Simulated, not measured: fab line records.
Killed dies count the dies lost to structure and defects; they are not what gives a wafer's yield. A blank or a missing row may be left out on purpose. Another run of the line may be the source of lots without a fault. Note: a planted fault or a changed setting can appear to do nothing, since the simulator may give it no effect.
fab line records + flow ritCmos
record:
- lots: 14
- wafers: 42
- lastDay: 7
route steps=202 shown REOX@101 M1@202
lots that met no fault: taken from a fault-free run of the same line
startH: hours from the record's opening day to when the first of the lot's shown wafers began + waitH: time in hours since the lot's previous step + " unchanged from the row above + L1.1+2: a row that stands for several wafers + - no value, or no start given + * or withheld: withheld + < > ~ a bound
route shown NAME@n: a module of which the file shows steps, and the number in the route of the first + usual: mean and standard deviation over wafers with no fault + same: alike in all rows + chamber/n: place in a boat + sites: each site's reading + _std_site: the values' standard deviation + _edge_site: outer sites' mean less inner sites' + radiusMm: for every site, how far away it sits from the centre of the wafer + mask NAME#n: copy n + behind: the last tool/chamber to shape the wafer + hold: reason for holding the lot/hours on hold/outcome of the hold + device: whichever transistor did not switch (one of n, p or np) + end of line: the tests these same wafers got at the end of their route + for a step that has no rows: nothing shown but its recipe + killed: not the wafer's yield, but the dies lost to structure and defects at the first sort + map: per-die view of a wafer (x killed, . not killed, _ where there is no die)
set.NAME: the setting as run; set.NAME@STEP: as run at that earlier step + model.NAME: the simulator's own value behind a step, which no gauge read
one table for each step of the route and one row for each wafer, over a sample of lots
services: from which hour (startH, from the record's first day; less than 0 if before it) a tool's chamber was out of use, for how many hours, and why
== steps ==
step: RIT_REOX_OXIDATION_03
recipe:
- tempC: 900
- ambient: O2
- targetThkA: 252
- oxTimeS: 5580
same:
- oxTimeS: 5580
| lot.wafer  | tool       | chamber | startH | waitH |
|------------|------------|---------|--------|-------|
| L581.1+4+6 | furnace-04 | 0       | 41.21  | 0.2   |
| L582.2+4+6 | furnace-01 | 0       | 48.21  | 0.9   |
| L583.1+3+4 | furnace-01 | 0       | 54.69  | 0.0   |
| L584.1+4+6 | furnace-04 | 0       | 57.94  | 0.5   |
| L585.3+4+6 | furnace-04 | 0       | 60.49  | 1.2   |
| L586.3+4+6 | furnace-04 | 0       | 69.47  | 0.0   |
| L587.1+2+6 | furnace-03 | 0       | 69.83  | 0.0   |
| L588.3+4+5 | furnace-03 | 0       | 74.67  | 0.0   |
| L590.1+2+3 | furnace-03 | 0       | 92.13  | 0.0   |
| L596.1+2+4 | furnace-03 | 0       | 114.72 | 0.6   |
| L599.1+3+5 | furnace-01 | 0       | 129.99 | 0.0   |
| L600.3+4+6 | furnace-04 | 0       | 136.10 | 1.9   |
| L601.1+2+4 | furnace-04 | 0       | 142.72 | 0.0   |
| L602.1+5+6 | furnace-01 | 0       | 144.92 | 0.4   |
step: RIT_M1_PROBE_99
usual:
- killed_at_M0_to_M3: 0.0/0.12
- killedAtContacts: 0.1/0.34
- killedAtFrontEnd: 7.0/2.9
- killedDies: 7.2/2.9
- killedOnRim: 2.1/1.4
- killedOpen: 3.6/1.9
- killedShort: 3.5/2.1
same:
- grossDies: 264
- killed_at_M4_up: 0
- killedAtBackSide: 0
- killedAtOther: 0
| lot.wafer | tool      | chamber | startH | waitH | killed_at_M0_to_M3 | killedAtContacts | killedAtFrontEnd | killedDies | killedOnRim | killedOpen | killedShort |
|-----------|-----------|---------|--------|-------|--------------------|------------------|------------------|------------|-------------|------------|-------------|
| L590.1    | prober-02 | -       | 112.49 | 0.1   | 0                  | 0                | 90               | 90         | 15          | 3          | 2           |
| L590.2    | prober-02 | -       | 112.54 | 0.1   | 0                  | 0                | 97               | 97         | 20          | 3          | 1           |
| L590.3    | prober-02 | -       | 112.59 | 0.2   | 0                  | 0                | 94               | 94         | 26          | 1          | 2           |
| L596.1    | prober-02 | -       | 134.22 | 0.1   | 0                  | 0                | 112              | 112        | 30          | 2          | 3           |
| L596.2    | prober-02 | -       | 134.27 | 0.1   | 0                  | 0                | 105              | 105        | 34          | 4          | 0           |
| L596.4    | prober-02 | -       | 134.37 | 0.2   | 0                  | 0                | 93               | 93         | 31          | 2          | 4           |
| L599.1    | prober-01 | -       | 149.06 | 0.1   | 0                  | 0                | 7                | 7          | 1           | 5          | 2           |
| L599.3    | prober-01 | -       | 149.16 | 0.2   | 0                  | 0                | 7                | 7          | 2           | 4          | 3           |
| L599.5    | prober-01 | -       | 149.26 | 0.2   | 0                  | 0                | 9                | 9          | 1           | 6          | 3           |
killed by level:class
L590.1 REOX:unspecified=85 GATE:geometricParticle:short=2 GATE:geometricParticle:open=2 FOX1:geometricParticle:open=1
L590.2 REOX:unspecified=93 GATE:geometricParticle:open=1 GATE:geometricParticle:short=1 REOX:geometricParticle:open=1 SPACER:geometricParticle:open=1
L590.3 REOX:unspecified=91 REOX:geometricParticle:open=1 REOX:geometricParticle:short=1 SILICIDE:geometricParticle:short=1
L596.1 REOX:unspecified=107 GATE:geometricParticle:open=1 REOX:geometricParticle:short=1 REOX:geometricParticle:open=1 SPACER:geometricParticle:short=1 SILICIDE:geometricParticle:short=1
L596.2 REOX:unspecified=101 GATE:geometricParticle:open=2 SPACER:geometricParticle:open=1 SILICIDE:geometricParticle:open=1
L596.4 REOX:unspecified=87 GATE:geometricParticle:short=2 SILICIDE:geometricParticle:short=2 REOX:geometricParticle:open=1 SILICIDE:geometricParticle:open=1
L599.1 GATE:geometricParticle:open=2 FOX2:geometricParticle:open=1 GATE:geometricParticle:short=1 REOX:geometricParticle:open=1 SPACER:geometricParticle:open=1 SILICIDE:geometricParticle:short=1
L599.3 FOX1:geometricParticle:open=2 SILICIDE:geometricParticle:open=2 FOX2:geometricParticle:short=1 SPACER:geometricParticle:short=1 SILICIDE:geometricParticle:short=1
L599.5 SILICIDE:geometricParticle:open=3 REOX:geometricParticle:open=2 FOX1:geometricParticle:short=1 FOX2:geometricParticle:open=1 REOX:geometricParticle:short=1 SPACER:geometricParticle:short=1
== services ==
| tool       | chamber | startH | hours | kind |
|------------|---------|--------|-------|------|
| furnace-01 | -       | 27.54  | 3.7   | pm   |
| furnace-04 | -       | 35.81  | 3.0   | pm   |
| furnace-03 | -       | 134.82 | 2.4   | pm   |
== key ==
firstSign:
- step: RIT_M1_PROBE_99
- reading: killedAtFrontEnd
- direction: up
- sigmas: 32
- usual: 7.0
- struck: 98.5
effect:
- step: RIT_M1_PROBE_99
- reading: killedDies
- direction: up
- sigmas: 32
- usual: 7.2
- struck: 98.5
metAt RIT_REOX_OXIDATION_03
struckLots L590,L596
testerLeftOut L590,L596
onsetBetween 74.67 92.13
fault:
- kind: chamberParticleSource
- tool: furnace-03
- chamber: -
- onsetH: 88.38
- steps: RIT_REOX_OXIDATION_03
- ratePerVisitCm2: 0.8356
- endH: 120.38
testerLeftOut: of these lots the tester's yield and bins aren't shown, on N5 and GAA mostly nor the transistor test; their killed dies are dies lost to structure and defects alone, not to doping, threshold or leakage, so they don't give the yield
